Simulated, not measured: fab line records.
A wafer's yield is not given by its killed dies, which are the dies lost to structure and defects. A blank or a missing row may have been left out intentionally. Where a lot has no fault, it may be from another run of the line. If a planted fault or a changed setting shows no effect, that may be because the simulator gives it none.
The tool behind it: which one? ; flow berkeley cmos170 ; 15 lots, 45 wafers sampled, at 3 steps of a route of 331

WHAT THE GAUGES SHOWED, per wafer
UCB170_GATE_OVL_MEAS_13.
lot;measured;on;GATE_OVL (nm)
L145;day 7 18:47;overlay-01;0 0 3
L146;day 7 18:27;overlay-01;-5 2 9
L148;day 8 02:10;overlay-01;-6 -6 0
L150;day 8 11:22;overlay-01;12 6 16
L149;day 8 11:35;overlay-02;-3 -2 -3
L154;day 9 03:40;overlay-01;-129 -128 -132
L153;day 9 03:24;overlay-02;-7 8 -2
L155;day 9 12:17;overlay-02;-5 6 -3
L156;day 9 11:48;overlay-01;-127 -128 -127
L157;day 10 03:20;overlay-02;-137 -130 -130
L159;day 10 03:16;overlay-01;-10 -2 -3
L162;day 10 08:59;overlay-01;9 11 -1
L161;day 10 09:35;overlay-02;2 -2 4
L167;day 11 15:55;overlay-02;3 2 0
L168;day 11 16:12;overlay-01;-3 5 -2

TOOL THAT RAN EACH LOT (tool first, then ch and the chambers of the sampled wafers, then the start)
lot;UCB170_PVT_STRIP_08;UCB170_GATE_EXPOSE_09
L145;plasma asher-04 ch 0,1, day 7 02:05;krf scanner-02 ch 0, day 7 18:17
L146;plasma asher-03 ch 0,1, day 7 05:52;krf scanner-01 ch 0, day 7 17:58
L148;plasma asher-03 ch 0,1, day 7 10:17;krf scanner-01 ch 0, day 8 01:30
L150;plasma asher-04 ch 0,1, day 7 20:38;krf scanner-02 ch 0, day 8 10:54
L149;plasma asher-03 ch 0,1, day 7 22:02;krf scanner-01 ch 0, day 8 11:05
L154;plasma asher-04 ch 0,1, day 8 09:41;krf scanner-02 ch 0, day 9 03:03
L153;plasma asher-04 ch 0,1, day 8 10:19;krf scanner-01 ch 0, day 9 02:49
L155;plasma asher-02 ch 0,1, day 8 23:13;krf scanner-01 ch 0, day 9 11:20
L156;plasma asher-04 ch 0,1, day 8 23:16;krf scanner-02 ch 0, day 9 11:06
L157;plasma asher-02 ch 0,1, day 9 16:44;krf scanner-02 ch 0, day 10 02:35
L159;plasma asher-03 ch 0,1, day 9 16:52;krf scanner-01 ch 0, day 10 02:22
L162;plasma asher-03 ch 1, day 9 20:38;krf scanner-01 ch 0, day 10 08:29
L161;plasma asher-02 ch 0,1, day 9 20:55;krf scanner-01 ch 0, day 10 09:05
L167;plasma asher-03 ch 0,1, day 11 01:14;krf scanner-01 ch 0, day 11 15:11
L168;plasma asher-03 ch 0,1, day 11 01:30;krf scanner-01 ch 0, day 11 15:42
- UCB170_PVT_STRIP_08: strips in O2.
- UCB170_GATE_EXPOSE_09: exposes mask POLY, target cd 350 nm.

WHAT THE TOOLS THEMSELVES READ (means of the sampled wafers that have a number; where no wafer has one, the mark that the record gives instead)
UCB170_PVT_STRIP_08.
lot;tool;drypump motor current A (A);oes product au (a.u.);strip time to endpoint s (s)
L145;plasma asher-04;5.6;0.733;21.62
L146;plasma asher-03;6.3;0.731;21.63
L148;plasma asher-03;5.8;0.737;21.63
L150;plasma asher-04;5.4;0.736;21.67
L149;plasma asher-03;6.3;0.732;21.62
L154;plasma asher-04;5.3;0.733;21.67
L153;plasma asher-04;5.5;0.737;21.66
L155;plasma asher-02;5.1;0.733;21.69
L156;plasma asher-04;5.3;0.736;21.62
L157;plasma asher-02;5.2;0.735;21.56
L159;plasma asher-03;6.3;0.734;21.56
L162;plasma asher-03;5.4;0.733;21.59
L161;plasma asher-02;5.2;0.735;21.72
L167;plasma asher-03;5.8;0.736;21.52
L168;plasma asher-03;6.3;0.738;21.68

THE ANSWER, worked out from the rows above alone
Rule: usual is defined by the lots themselves. Put in order of their means at a reading, lots are off if they are a third of the lots or fewer, leave a main group of 4 or more, and stand apart from it by a gap of 3 or more times the standard deviation of the main group's means; of several such gaps the widest counts. The tables above print the reading to a certain number of digits; a main group whose means all agree to those digits is not used. Also off: a lot with no number at a reading for which 4 or more lots have one. All remaining lots with rows at the step are treated as sound. First the gauges in route order, then the tools' own readings, where a lot's mean is used as printed above. At the first step where some lot is off, the reading lying furthest off is the one used; lots without a number count as furthest.
Off: at UCB170_GATE_OVL_MEAS_13 (GATE_OVL), L154, L156, L157. The main group: mean 1 nm, standard deviation 4.2.
If a tool, at a process step before that reading, ran all the lots that are off and no sound lot after the first of them, it fits. The gauges at UCB170_GATE_OVL_MEAS_13 are tried like those tools. One candidate fits, namely krf scanner-02 at UCB170_GATE_EXPOSE_09. A fault onset in the window from L150 (day 8 10:54, its last sound lot) to L154 (day 9 03:03, its first lot off) fits.

WHAT HAD BEEN PUT IN BY THE SIMULATOR
Scanner matching overlay: krf scanner-02, from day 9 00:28 on, at UCB170_GATE_EXPOSE_09. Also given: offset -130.
Struck lots among those shown: L154, L156, L157. The rule above found the same.
